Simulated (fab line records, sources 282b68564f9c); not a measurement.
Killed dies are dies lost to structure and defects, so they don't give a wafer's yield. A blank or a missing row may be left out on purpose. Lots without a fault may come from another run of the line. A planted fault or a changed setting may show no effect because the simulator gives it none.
fab line records | flow rit_cmos
record lots=6 wafers=18 last_day=7
route steps=202 shown PRETRO@69 GATE@75 FOX2@80 M1@202
lots that met no fault: from a run of the same line without faults
start_h: hours from the record's first day to the start of the lot's first wafer shown | wait_h: hours since the lot's step before | " the same as in the row above | L1.1+2: a row that stands for several wafers | - no value, or no start given | * or withheld: withheld | < > ~ a bound
route shown NAME@n: a module of which the file shows steps, and the number in the route of the first | usual: mean/standard deviation of fault-free wafers | same: alike in all rows | chamber/n: place in a boat | sites: the reading at each site | _std_site: their standard deviation | _edge_site: outer sites' mean less inner sites' | radius_mm: how far each site lies from the wafer's centre | mask NAME#n: copy n | behind: the tool/chamber that last shaped the wafer | hold: why the lot was held/for how many hours/how that ended | device: the transistor (n, p or np) that didn't switch | end of line: the same wafers' tests at the end of the route | a step without rows: its recipe alone | killed: dies lost to structure and defects at the first sort, not the wafer's yield | map: a wafer's dies, x killed, . not, _ none there
set.NAME: the setting as run; set.NAME@STEP: as run at that earlier step | model.NAME: the simulator's own value behind a step, which no gauge read
lots at some steps of the route; a table a step, a row a wafer
services: from which hour (start_h, from the record's first day; less than 0 if before it) a tool's chamber was out of use, for how many hours, and why
## steps
# step RIT_PRETRO_DEVELOP_05
# recipe resist=NOVOLAK develop_time_s=68 dev_temp_c=23
# step RIT_PRETRO_OVL_MEAS_06
# usual PRETRO_OVL=-0.5/1.1
# columns lot.wafer tool chamber start_h wait_h PRETRO_OVL[nm]
L748.2 overlay-02 - 37.71 - -0.8
L748.3 " - " " 0.6
L748.5 " - " " 0.5
L749.2 overlay-01 - 41.19 - 0.2
L749.3 " - " " 0.3
L749.4 " - " " -0.2
L754.2 overlay-02 - 75.10 - -2.4
L754.5 " - " " -1.7
L754.6 " - " " -1.4
L757.1 overlay-02 - 82.09 - -2.4
L757.2 " - " " -1.7
L757.3 " - " " -2.4
L766.2 overlay-01 - 129.41 - -1.0
L766.3 " - " " 0.1
L766.5 " - " " -0.8
L769.1 overlay-01 - 142.07 - -0.7
L769.2 " - " " -1.2
L769.6 " - " " -1.6
# step RIT_PRETRO_HARDBAKE_07
# recipe resist=NOVOLAK temp_c=140 time_s=120
# step RIT_PRETRO_IMPLANT_08
# recipe species=B energy_kev=45 dose_cm2=1.223e+13 tilt_deg=7
# step RIT_PRETRO_STRIP_09
# recipe chemistry=O2 time_s=180 resist=NOVOLAK platen_temp_c=withheld power_w=500 pressure_mtorr=4000 o2_flow_sccm=4000
# usual drypump_motor_current_A=5.9/0.46
# columns lot.wafer tool chamber start_h wait_h drypump_motor_current_A rf_hours_counter_h
L748.2 plasma_asher-01 0 38.14 0.1 5.4 35
L748.3 " 1 " " 6.4 -
L748.5 " 1 " " 6.4 -
L749.2 plasma_asher-02 0 41.62 0.1 5.7 40
L749.3 " 0 " " 5.7 -
L749.4 " 1 " " 6.6 -
L754.2 plasma_asher-03 0 75.53 0.1 5.5 29
L754.5 " 0 " " 5.5 -
L754.6 " 1 " " 5.4 -
L757.1 plasma_asher-01 1 82.52 0.1 6.4 39
L757.2 " 0 " " 5.4 39
L757.3 " 0 " " 5.4 -
L766.2 plasma_asher-03 0 129.84 0.1 5.5 36
L766.3 " 1 " " 5.5 -
L766.5 " 0 " " 5.5 -
L769.1 plasma_asher-01 1 142.50 0.1 6.4 3
L769.2 " 0 " " 5.5 3
L769.6 " 0 " " 5.5 -
# step RIT_PRETRO_TW_MEAS_10
# usual PRETRO_TW=476.5/2.9
# columns lot.wafer tool chamber start_h wait_h PRETRO_TW
L748.2 film_metro-02 - 38.33 0.1 474.3
L748.3 " - " " 472.6
L748.5 " - " " 472.3
L749.2 film_metro-03 - 41.81 0.1 476.8
L749.3 " - " " 471.7
L749.4 " - " " 474.8
L754.2 film_metro-03 - 75.71 0.1 484.4
L754.5 " - " " 481.8
L754.6 " - " " 480.0
L757.1 film_metro-03 - 82.70 0.1 478.4
L757.2 " - " " 479.2
L757.3 " - " " 478.6
L766.2 film_metro-02 - 130.02 0.1 481.7
L766.3 " - " " 477.9
L766.5 " - " " 480.0
L769.1 film_metro-02 - 142.68 0.1 478.2
L769.2 " - " " 477.7
L769.6 " - " " 474.9
# step RIT_GATE_WET_ETCH_00
# recipe chemistry=BOE target=SiO2 target_depth_nm=56 time_s=60 dry=n2_spin dilution=10:1 temp_c=21.5
# step RIT_GATE_CLEAN_01
# recipe chemistry=SC1 mix=3:3:50 time_s=600 temp_c=75
# step RIT_GATE_CLEAN_02
# recipe chemistry=dHF dilution=50:1 time_s=30
# step RIT_GATE_CLEAN_03
# recipe chemistry=SC2 mix=3:3:50 time_s=600 temp_c=75 dry=n2_spin
# step RIT_GATE_CLEAN_04
# recipe chemistry=dHF dilution=50:1 time_s=60 dry=n2_spin
# step RIT_FOX2_THK_MEAS_91
# recipe reads=SiO2_of_FOX2_OXIDATION_00
# usual FIELD_OXIDE_LEFT_2_THK=254/7.8
# columns lot.wafer tool chamber start_h wait_h FIELD_OXIDE_LEFT_2_THK[nm]
L748.2 film_metro-01 - 38.82 0.0 260
L748.3 " - " " 264
L748.5 " - " " 264
L749.2 film_metro-01 - 42.29 0.0 263
L749.3 " - " " 258
L749.4 " - " " 258
L754.2 film_metro-04 - 76.19 0.0 259
L754.5 " - " " 257
L754.6 " - " " 255
L757.1 film_metro-02 - 83.18 0.0 244
L757.2 " - " " 246
L757.3 " - " " 240
L766.2 film_metro-02 - 130.50 0.0 259
L766.3 " - " " 257
L766.5 " - " " 260
L769.1 film_metro-04 - 143.15 0.0 255
L769.2 " - " " 256
L769.6 " - " " 254
# step RIT_GATE_OXIDATION_05
# recipe temp_c=900 ambient=O2 target_thk_a=30 ox_time_s=270
# usual ox_temp_c=900.1/0.38 spike_tc_load_C=927.5/2 zone_power_centre_pct=42/3.8
# columns lot.wafer tool chamber start_h wait_h ox_temp_c spike_tc_load_C zone_power_centre_pct model.SiO2_of_GATE_OXIDATION_05.thk_nm
L748.2 furnace-03 0 38.87 0.0 900.2 929.4 39 3.048
L748.3 " 0 " " 900.0 928.3 39 2.976
L748.5 " 0 " " 900.3 929.0 39 3.014
L749.2 furnace-03 0 47.26 5.0 900.4 927.6 39 3.006
L749.3 " 0 " " 900.1 928.2 38 3.038
L749.4 " 0 " " 900.4 928.1 39 3.063
L754.2 furnace-01 0 78.03 1.8 900.1 926.4 48 2.941
L754.5 " 0 " " 899.4 928.1 48 2.907
L754.6 " 0 " " 899.7 926.3 48 2.974
L757.1 furnace-04 0 84.08 0.9 900.1 925.4 42 2.931
L757.2 " 0 " " 899.4 924.6 42 2.995
L757.3 " 0 " " 899.7 925.1 43 3.023
L766.2 furnace-03 0 132.06 1.6 899.9 928.7 39 2.732
L766.3 " 0 " " 900.2 927.6 39 2.666
L766.5 " 0 " " 900.2 930.5 39 2.747
L769.1 furnace-03 0 146.14 3.0 900.1 929.0 39 2.682
L769.2 " 0 " " 900.0 928.7 39 2.701
L769.6 " 0 " " 900.1 929.1 39 2.669
# step RIT_GATE_ANNEAL_06
# recipe temp_c=900 time_s=600 ambient=N2O
# step RIT_GATE_THK_MEAS_07
# recipe reads=SiO2_of_GATE_OXIDATION_05
# usual GATE_OXIDE_THK=2.98/0.062
# columns lot.wafer tool chamber start_h wait_h GATE_OXIDE_THK[nm]
L748.2 film_metro-01 - 41.52 0.0 3.02
L748.3 " - " " 2.95
L748.5 " - " " 3.03
L749.2 film_metro-02 - 53.15 0.0 3.00
L749.3 " - " " 3.08
L749.4 " - " " 3.04
L754.2 film_metro-04 - 79.37 0.0 2.93
L754.5 " - " " 2.88
L754.6 " - " " 2.97
L757.1 film_metro-04 - 87.13 0.0 2.95
L757.2 " - " " 3.02
L757.3 " - " " 3.01
L766.2 film_metro-04 - 133.39 0.0 2.75
L766.3 " - " " 2.68
L766.5 " - " " 2.73
L769.1 film_metro-04 - 151.95 0.0 2.65
L769.2 " - " " 2.64
L769.6 " - " " 2.65
# step RIT_GATE_CVD_08
# recipe material=poly-Si target_thk_nm=250 temp_c=610 precursor=SiH4 time_s=2220 pressure_mtorr=300 sih4_flow_sccm=100
# step RIT_M1_PROBE_99
# usual killed_at_M0_to_M3=0.0/0.12 killed_at_contacts=0.0/0.2 killed_at_front_end=6.8/3 killed_dies=6.9/3 killed_open=3.3/1.9 killed_short=3.6/1.9
# same gross_dies=264 killed_at_M4_up=0 killed_at_back_side=0 killed_at_other=0
# columns lot.wafer tool chamber start_h wait_h killed_at_M0_to_M3 killed_at_contacts killed_at_front_end killed_dies killed_open killed_short
L748.2 prober-01 - 66.64 0.1 0 0 5 5 3 2
L748.3 prober-01 - 66.69 0.2 0 0 10 10 7 3
L748.5 prober-01 - 66.79 0.2 0 0 7 7 5 2
L749.2 prober-02 - 78.75 0.1 0 0 5 5 2 3
L749.3 prober-02 - 78.80 0.2 0 0 3 3 2 1
L749.4 prober-02 - 78.85 0.2 1 0 4 5 3 2
L754.2 prober-02 - 105.58 0.1 0 0 13 13 7 6
L754.5 prober-02 - 105.73 0.2 0 0 10 10 4 6
L754.6 prober-02 - 105.78 0.2 0 0 8 8 4 4
L757.1 prober-02 - 113.14 0.1 0 0 16 16 11 5
L757.2 prober-02 - 113.19 0.1 0 0 12 12 7 5
L757.3 prober-02 - 113.24 0.2 0 0 7 7 4 3
L766.2 prober-01 - 163.14 0.1 0 0 7 7 3 4
L766.3 prober-01 - 163.19 0.2 0 0 3 3 2 1
L766.5 prober-01 - 163.29 0.2 0 0 7 7 2 5
L769.1 prober-02 - 176.63 0.1 0 1 6 7 3 4
L769.2 prober-02 - 176.68 0.1 0 0 5 5 2 3
L769.6 prober-02 - 176.88 0.2 0 0 5 5 2 3
# killed by level:class
L748.2 GATE:geometric_particle:open=1 SPACER:geometric_particle:open=1 SPACER:geometric_particle:short=1 SILICIDE:geometric_particle:short=1 SILICIDE:geometric_particle:open=1
L748.3 GATE:geometric_particle:open=3 SPACER:geometric_particle:short=2 FOX1:geometric_particle:open=1 REOX:geometric_particle:open=1 SPACER:geometric_particle:open=1 SILICIDE:geometric_particle:short=1 SILICIDE:geometric_particle:open=1
L748.5 GATE:geometric_particle:open=2 FOX1:geometric_particle:open=1 GATE:geometric_particle:short=1 REOX:geometric_particle:short=1 SPACER:geometric_particle:open=1 SILICIDE:geometric_particle:open=1
L749.2 SPACER:geometric_particle:short=2 FOX1:geometric_particle:short=1 GATE:geometric_particle:open=1 SPACER:geometric_particle:open=1
L749.3 FOX2:geometric_particle:open=2 FOX1:geometric_particle:short=1
L749.4 FOX2:geometric_particle:open=1 GATE:geometric_particle:short=1 REOX:geometric_particle:open=1 SPACER:geometric_particle:open=1 M1:geometric_particle:short=1
L754.2 SILICIDE:geometric_particle:short=4 SILICIDE:geometric_particle:open=3 GATE:geometric_particle:open=2 GATE:geometric_particle:short=2 FOX2:geometric_particle:open=1 REOX:geometric_particle:open=1
L754.5 SILICIDE:geometric_particle:short=3 REOX:geometric_particle:short=2 SILICIDE:geometric_particle:open=2 FOX2:geometric_particle:open=1 REOX:geometric_particle:open=1 SPACER:geometric_particle:short=1
L754.6 FOX1:geometric_particle:short=2 FOX1:geometric_particle:open=2 GATE:geometric_particle:open=1 REOX:geometric_particle:short=1 SILICIDE:geometric_particle:open=1 SILICIDE:geometric_particle:short=1
L757.1 GATE:geometric_particle:open=6 GATE:geometric_particle:short=3 FOX2:geometric_particle:open=2 SPACER:geometric_particle:open=2 FOX1:geometric_particle:short=1 SILICIDE:geometric_particle:short=1 SILICIDE:geometric_particle:open=1
L757.2 SPACER:geometric_particle:open=4 GATE:geometric_particle:short=3 GATE:geometric_particle:open=2 FOX2:geometric_particle:short=1 FOX2:geometric_particle:open=1 SPACER:geometric_particle:short=1
L757.3 GATE:geometric_particle:open=3 FOX2:geometric_particle:short=2 SPACER:geometric_particle:short=1 SPACER:geometric_particle:open=1
L766.2 GATE:geometric_particle:short=4 FOX1:geometric_particle:open=1 GATE:geometric_particle:open=1 REOX:geometric_particle:open=1
L766.3 FOX1:geometric_particle:short=1 REOX:geometric_particle:open=1 SPACER:geometric_particle:open=1
L766.5 FOX1:geometric_particle:open=1 FOX1:geometric_particle:short=1 FOX2:geometric_particle:short=1 GATE:geometric_particle:short=1 GATE:geometric_particle:open=1 SPACER:geometric_particle:short=1 SILICIDE:geometric_particle:short=1
L769.1 GATE:geometric_particle:open=2 FOX2:geometric_particle:short=1 GATE:geometric_particle:short=1 SPACER:geometric_particle:short=1 SILICIDE:geometric_particle:open=1 CONTACT:geometric_particle:short=1
L769.2 FOX1:geometric_particle:short=2 FOX1:geometric_particle:open=2 GATE:geometric_particle:short=1
L769.6 FOX1:geometric_particle:open=1 FOX1:geometric_particle:short=1 REOX:geometric_particle:short=1 REOX:geometric_particle:open=1 SPACER:geometric_particle:short=1
## services
# columns tool chamber start_h hours kind
plasma_asher-03 - 16.05 4.5 repair
furnace-03 - 43.44 3.8 pm
furnace-01 - 48.56 2.7 pm
plasma_asher-01 - 108.75 9.0 pm
plasma_asher-01 0 108.75 9.0 vent_cycle
plasma_asher-01 1 108.75 9.0 vent_cycle
furnace-03 - 112.27 1.0 pm
plasma_asher-01 0 117.75 - clean
plasma_asher-01 1 117.75 - clean
furnace-04 - 139.39 3.6 pm
plasma_asher-02 - 142.05 0.5 repair
furnace-04 - 142.24 37.5 repair
plasma_asher-01 - 145.83 2.8 pm
## key
first_sign step=RIT_GATE_THK_MEAS_07 reading=GATE_OXIDE_THK direction=down sigmas=4.7 usual=2.98 struck=2.68
effect none on later readings
model_effect step=RIT_GATE_OXIDATION_05 value=SiO2_of_GATE_OXIDATION_05.thk_nm without=2.989 struck=2.7
met_at RIT_GATE_OXIDATION_05
struck_wafers L766.2,L766.3,L766.5,L769.1,L769.2,L769.6
tester_left_out L766,L769
onset_between 47.26 132.06
also_fits time
fault kind=process_parameter_drift tool=furnace-03 chamber=- onset_h=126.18 steps=RIT_GATE_OXIDATION_05 channel=ox_time_s offset=* shape=step end_h=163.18 acts_in=* stated=*
# tester_left_out: of these lots the tester's yield and bins aren't shown, on N5 and GAA mostly nor the transistor test; their killed dies are dies lost to structure and defects alone, not to doping, threshold or leakage, so they don't give the yield
